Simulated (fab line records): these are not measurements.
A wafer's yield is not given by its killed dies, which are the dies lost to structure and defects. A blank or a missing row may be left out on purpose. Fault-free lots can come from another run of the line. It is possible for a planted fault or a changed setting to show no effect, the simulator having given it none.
The same fault as seen by 2 desks	flow berkeleyCmos170	each desk has only its own numbers; what lay behind them comes last

== THE TOOL OWNER'S DESK: cmp-01 ==
The tool's own readings at UCB170_V1_CMP_02 (polishes SiO2): means of the sampled wafers that have a number, for each lot that ran on this tool. Marked OUT: a lot whose mean sits more than 4 standard deviations from the usual mean, which makes it out of limits; the brackets give that distance.
Columns: A = motorCurrentA at UCB170_V1_CMP_02, usual 15.3 A
lot	first seen here	A
L644	day 8 21:22	15.7
L647	day 9 13:46	15.1
L661	day 12 06:12	15.5
L662	day 12 06:34	15.9
Result from this desk: across the 4 lots, nothing is out of limits.

== THE METROLOGY DESK ==
Lot by lot, what the gauges showed, no matter which tool ran the lot: averages of those sampled wafers that carry a number. Marked OUT: a lot whose mean sits more than 4 standard deviations from the usual mean, which makes it out of limits; the brackets give that distance. Readings shown: 7 out of 8 (the first out of limits, and those lying furthest out on some lot).
Columns: A = cdNm at UCB170_M1_CD_MEAS_09, usual 700.1 nm; B = M1_OVL at UCB170_M1_OVL_MEAS_10, usual 1 nm; C = cdNm at UCB170_M1_CD_MEAS_90, usual 700.1 nm; D = V1_BOW at UCB170_V1_BOW_MEAS_03, usual 18 um; E = V1_POLISHED_THK at UCB170_V1_THK_MEAS_04, usual 999.6 nm; F = cdNm at UCB170_V1_CD_MEAS_12, usual 699.8 nm; G = V1_OVL at UCB170_V1_OVL_MEAS_13, usual 1 nm
lot	first seen here	A	B	C	D	E	F	G
L644	day 8 19:14	699.5	6	698.1	24	1000.9	700.7	-2
L647	day 9 10:44	703.6	-0	704.6	10	1000.0	698.8	4
L649	day 9 10:59	700.1	1	700.3	15	998.5	699.7	-2
L656	day 10 22:23	700.4	2	701.3	21	1000.5	698.5	7
L662	day 12 03:07	700.1	2	701.0	22	1233.0 (+99 or more) OUT	700.2	-1
L661	day 12 03:36	700.8	2	702.8	21	1118.5 (+91) OUT	701.0	1
Per this desk, out of limits: L661, L662; the first was L661, day 12 06:37 (V1_POLISHED_THK at UCB170_V1_THK_MEAS_04). L644, L647, L649, L656 stayed within limits.

== BROUGHT TOGETHER ==
On L661, L662, the metrology desk was in a position to raise an alarm at day 12 06:37.
Nothing out of limits was seen by the tool owner's desk.
The tool owner's desk has L661, L662 on record, within its limits.
Of the lots named, all ran UCB170_V1_CMP_02 on cmp-01.

== WHAT THE SIMULATOR PUT IN ==
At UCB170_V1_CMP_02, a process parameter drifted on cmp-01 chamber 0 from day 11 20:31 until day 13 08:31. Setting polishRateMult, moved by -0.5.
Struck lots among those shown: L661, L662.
Per desk, hours elapsed from the start of the fault to the first reading out of limits: for the metrology desk, 10.
